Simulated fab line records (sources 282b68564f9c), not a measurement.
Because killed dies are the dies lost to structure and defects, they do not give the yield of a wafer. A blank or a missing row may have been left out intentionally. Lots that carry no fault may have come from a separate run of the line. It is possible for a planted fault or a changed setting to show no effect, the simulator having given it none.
Code-filled problem report in 8D (eight disciplines) form | flow rit-cmos | the parts of the form that need people (team, actions taken, sign-off) are left out

1. WHAT IS WRONG
On 3 wafers of 1 lot, killed-at-front-end at RIT_M1_PROBE_99 has a mean of 31.3; fault-free wafers read 6.5, standard deviation 2.8. Measured from the usual mean, that is +8.9 standard deviations.
The first sign was on wafer L483.3 at day 8 06:50, on prober-01. At this step, 39 wafers from 13 lots have a number in the record. Rule for "out" (also "out of limits"): further than 4 standard deviations from the usual mean. All remaining wafers that have a number are taken as sound.

2. WHAT IT IS, WHAT IT ISN'T
question                    | is                                              | is not
which readings at this step | killed-at-front-end, killed-dies, killed-on-rim | killed_at_M0_to_M3, killed-at-contacts, killed-open, killed-short
which lots                  | L483                                            | L461, L462, L463, L464, L465, L466, L469, L470, L471, L473, L474, L475
which wafers of those lots  | all that have a number                          | -
read on which tools         | prober-01                                       | prober-02
when                        | from day 8 06:50                                | up to then (36 sound wafers)

3. SUSPECTS, AND WHAT RULES EACH OUT
Counting: a tool at any process step up to the reading remains a suspect when it ran all the lots that are out and ran no sound lot after the first of those.
- wet-bench-02 at RIT_ACTIVE_CLEAN_15 (cleans in SC1, time 600 s): kept. It ran the lot that is out, L483 (day 6 05:52), and no sound lot after that; its last sound lot up to then is L474 (day 4 09:08).
- prober-01 at RIT_M1_PROBE_99: kept. It ran the lot that is out, L483 (day 8 06:50), and no sound lot after that; its last sound lot up to then is L474 (day 6 08:26). Out on those wafers are its own readings of killed-at-front-end, killed-dies, killed-on-rim.
After counting, wet-bench-02 at RIT_ACTIVE_CLEAN_15 and prober-01 at RIT_M1_PROBE_99 remain.

4. THE CAUSE (what the simulator had put in)
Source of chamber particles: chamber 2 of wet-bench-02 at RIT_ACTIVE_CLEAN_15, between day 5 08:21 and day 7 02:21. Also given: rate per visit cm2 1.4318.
Counting left 2 suspects, and this tool is among them.

5. THE CHAIN OF EFFECTS, in route order
Each row: a reading whose mean over the struck wafers that have a number lies more than 3 standard deviations from the usual. Scope: only readings with a usual standard deviation given in the record; hours: median across lots of the time from each lot's start at the first step in this table that gives one to its start at this step; sigmas: change in usual standard deviations.
hours | step            | reading             | usual | on struck wafers | change | sigmas
0     | RIT_M1_PROBE_99 | killed-at-front-end | 6.5   | 31.3             | +24.8  | +8.9
0     | RIT_M1_PROBE_99 | killed-dies         | 6.6   | 31.3             | +24.7  | +8.8
0     | RIT_M1_PROBE_99 | killed-on-rim       | 1.7   | 12.3             | +10.6  | +8.2
Its process steps:
- RIT_M1_PROBE_99

6. WHAT WOULD HAVE CAUGHT IT SOONER
First out-of-limits reading in this record: day 8 06:50, which is 70 hours after fault onset at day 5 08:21.
An alarm limit of 4 standard deviations would not have fired on the tool readings at RIT_ACTIVE_CLEAN_15 for which the record gives a usual standard deviation, since none of them was out on any struck wafer.
The start of RIT_ACTIVE_CLEAN_15 on wet-bench-02 came by day 8 06:50 for every one of the lots that are out (1). Tool hold at that time: it would have spared none of them.
